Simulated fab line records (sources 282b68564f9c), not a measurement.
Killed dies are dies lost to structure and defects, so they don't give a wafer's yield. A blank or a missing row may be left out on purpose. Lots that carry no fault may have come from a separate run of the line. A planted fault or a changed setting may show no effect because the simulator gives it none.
Split-lot study    flow rit cmos    23 wafers read across 5 lots, on a route 202 steps long

== THE SPLIT ITSELF ==
At RIT_M1_SPUTTER_00 (material Al, target thk 400 nm, time 500 s), the setting power w was moved away from the recipe's 2000 W on 7 of the 23 wafers read, by -11.2% to -3.9%. All remaining wafers had this setting at the recipe value.

== FROM THE SPLIT TO THE READING: what the file shows between them, 2 steps ==
- RIT_M1_RS_MEAS_01: measures by four-point-probe
- RIT_M1_THK_MEAS_02: measures by xrf

== THE READING ==
oes product au, in a.u., at RIT_M1_METAL_ETCH_12 (etches Al in Cl2/BCl3, stops on SiO2, time 165 s, target depth 600 nm). Fault-free wafers of this fab line usually give 0.777 a.u., standard deviation 0.014 a.u.

wafer   tool, chamber at the split  power w as run, W  against the recipe  oes product au, a.u.  against lot-mates on the recipe
L074.1  pvd sputter-02, -           1776               -11.2%              0.748                 -0.028
L074.2  pvd sputter-02, -           2000               recipe              0.770                 -
L074.3  pvd sputter-02, -           1776               -11.2%              0.726                 -0.050
L074.5  pvd sputter-02, -           1776               -11.2%              0.740                 -0.036
L074.6  pvd sputter-02, -           2000               recipe              0.783                 -
L075.1  pvd sputter-01, -           2000               recipe              0.786                 -
L075.2  pvd sputter-01, -           1794               -10.3%              0.738                 -0.045
L075.4  pvd sputter-01, -           1794               -10.3%              0.736                 -0.047
L075.5  pvd sputter-01, -           2000               recipe              0.782                 -
L075.6  pvd sputter-01, -           2000               recipe              0.780                 -
L076.1  pvd sputter-02, -           2000               recipe              0.773                 -
L076.2  pvd sputter-02, -           2000               recipe              0.762                 -
L076.3  pvd sputter-02, -           2000               recipe              0.771                 -
L076.4  pvd sputter-02, -           2000               recipe              0.765                 -
L076.5  pvd sputter-02, -           2000               recipe              0.773                 -
L082.2  pvd sputter-02, -           1922               -3.9%               0.746                 -0.016
L082.3  pvd sputter-02, -           2000               recipe              0.761                 -
L082.4  pvd sputter-02, -           2000               recipe              0.766                 -
L082.5  pvd sputter-02, -           2000               recipe              0.760                 -
L082.6  pvd sputter-02, -           1922               -3.9%               0.746                 -0.016
L084.2  pvd sputter-02, -           2000               recipe              0.760                 -
L084.3  pvd sputter-02, -           2000               recipe              0.770                 -
L084.6  pvd sputter-02, -           2000               recipe              0.784                 -

FIT RESULTS
A straight line over all 23 wafers: oes product au changes by +0.0032 a.u. for each +1% of power w; r = +0.85; the points scatter about the line by 0.0093 a.u.
The same after taking each lot's own level away (the mean of its wafers on the recipe; 23 wafers): +0.0038 a.u. for each +1%; r = +0.94; scatter 0.0066 a.u.
The reading moves by 0.043 a.u. for the largest change in power w, on that fit.
The lots' own levels span 0.7623 to 0.7827 a.u., that is 1.5 times the standard deviation above.
So the lot-to-lot level changes the slope: the two fits differ.
Check: for one of the wafers moved furthest among these (-11.2%), held out of the fit, the line's prediction against its lot-mates is -0.0464 a.u. It came out at -0.0285 a.u. against them.

== THE WHOLE CHAIN: every reading that the file lists as answering this split, in the file's order ==
step                  what it does                                                           reading                                                                      change (the file's fit)                    r (the file's)
RIT_M1_SPUTTER_00     material Al, target thk 400 nm, time 500 s                             Al_of_M1_SPUTTER_00.thk nm (the simulator's own value, which no gauge read)  +4.02 nm for each +1% of the setting       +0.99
RIT_M1_RS_MEAS_01     measures by four-point-probe                                           M1_AL_RS                                                                     -0.000853 for each +1% of the setting      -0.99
RIT_M1_THK_MEAS_02    measures by xrf                                                        M1_AL_THK                                                                    +4.06 for each +1% of the setting          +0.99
RIT_M1_METAL_ETCH_12  etches Al in Cl2/BCl3, stops on SiO2, time 165 s, target depth 600 nm  oes product au                                                               +0.00393 a.u. for each +1% of the setting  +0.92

== THE FILE'S OWN FIT ==
oes product au changes by +0.00393 a.u. for each +1% of power w, r = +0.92.
